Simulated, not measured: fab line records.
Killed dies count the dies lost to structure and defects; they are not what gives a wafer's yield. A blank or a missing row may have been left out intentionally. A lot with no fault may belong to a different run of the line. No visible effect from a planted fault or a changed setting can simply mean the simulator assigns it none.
Struck lot and sound lot, side by side + flow berkeley_cmos170 + 18 out of 331 route steps
Sound: wafers L435.1, L435.5, L435.6. Wafers struck: L442.1, L442.4, L442.6. The cause is named last.
For every step that has rows: the tool of each side, followed by ch and its chambers, followed by its first start. Under that, the readings that differ: sound wafers + struck wafers + difference of the means + sigmas: that difference in standard deviations of wafers without a fault.
alike: a reading whose means differ by less than 2 such deviations, as well as words and numbers matching on both sides. not compared: withheld readings; readings where some wafer has no value; bounds like >300 that might hide an equal value; numbers whose values overlap and for which the record gives no deviation.
The two part at a step that has a row with sigmas, a row that says differs or no value, or rows on one side only. Numbers that don't overlap but have no deviation are shown without sigmas and don't part them. A reading missing from all wafers of one side parts the sides only when that side holds two or more wafers.

first, 2 steps without rows for these wafers: UCB170_PLDD_PEB_04; UCB170_PLDD_DEVELOP_05 (develop time 45 s).
UCB170_PLDD_CD_MEAS_06: target cd 1200 nm.
  sound on cd_sem-02, day 7 02:58; struck on cd_sem-01, day 8 09:13
| reading    | sound                | struck               | difference | sigmas |
|------------|----------------------|----------------------|------------|--------|
| cd_nm (nm) | 1198.8 1197.4 1197.9 | 1200.6 1202.2 1201.4 | +3.4       | +2     |
UCB170_PLDD_OVL_MEAS_07:
  sound on overlay-01, day 7 03:05; struck on overlay-01, day 8 09:20
  alike: PLDD_OVL
then, 2 steps without rows for these wafers: UCB170_PLDD_IMPLANT_08; UCB170_PLDD_IMPLANT_09.
UCB170_PLDD_STRIP_10: strips in O2.
  sound on plasma_asher-02 ch 0,1, day 7 03:25; struck on plasma_asher-02 ch 0, day 8 09:40
  alike: drypump_motor_current_A, oes_product_au, strip_time_to_endpoint_s
  not compared: rf_hours_counter_h
UCB170_PLDD_TW_MEAS_11:
  sound on film_metro-03, day 7 03:31; struck on film_metro-02, day 8 09:46
| reading | sound          | struck         | difference | sigmas |
|---------|----------------|----------------|------------|--------|
| PLDD_TW | 1001 1006 1006 | 1018 1018 1018 | +14        | +2     |
then, 4 steps without rows for these wafers: UCB170_PLDD_CLEAN_12 (cleans in SPM, time 600 s); UCB170_NLDD_HMDS_00 (prime time 60 s); UCB170_NLDD_COAT_01 (resist thk 900 nm); UCB170_NLDD_SOFTBAKE_02 (time 60 s).
UCB170_NLDD_EXPOSE_03: exposes mask NSELECT, target cd 1200 nm.
  sound on krf_scanner-02 ch 0, day 7 04:29; struck on krf_scanner-01 ch 0, day 8 10:35
| reading                      | sound                   | struck            | difference | sigmas |
|------------------------------|-------------------------|-------------------|------------|--------|
| model.NLDD.overlay_x_nm (nm) | -0.2961 -0.2961 -0.2961 | 258.6 258.6 258.6 | +258.9     |        |
  alike: mask, exposure_dose_mJ_cm2
then, 2 steps without rows for these wafers: UCB170_NLDD_PEB_04; UCB170_NLDD_DEVELOP_05 (develop time 45 s).
UCB170_NLDD_CD_MEAS_06: target cd 1200 nm.
  sound on cd_sem-01, day 7 04:53; struck on cd_sem-02, day 8 11:02
  alike: cd_nm
UCB170_NLDD_OVL_MEAS_07:
  sound on overlay-02, day 7 05:00; struck on overlay-02, day 8 11:22
| reading       | sound   | struck      | difference | sigmas |
|---------------|---------|-------------|------------|--------|
| NLDD_OVL (nm) | -7 -8 3 | 268 254 267 | +267       | +51    |
  not compared: hold
UCB170_M3_PROBE_99:
  the record holds rows for the sound wafers here (prober-02, day 8 16:40) but none for the struck ones

== WHERE THEY PART ==
At UCB170_PLDD_CD_MEAS_06 first; at UCB170_M3_PROBE_99 last (within this record only).

WHY: what had been put in by the simulator
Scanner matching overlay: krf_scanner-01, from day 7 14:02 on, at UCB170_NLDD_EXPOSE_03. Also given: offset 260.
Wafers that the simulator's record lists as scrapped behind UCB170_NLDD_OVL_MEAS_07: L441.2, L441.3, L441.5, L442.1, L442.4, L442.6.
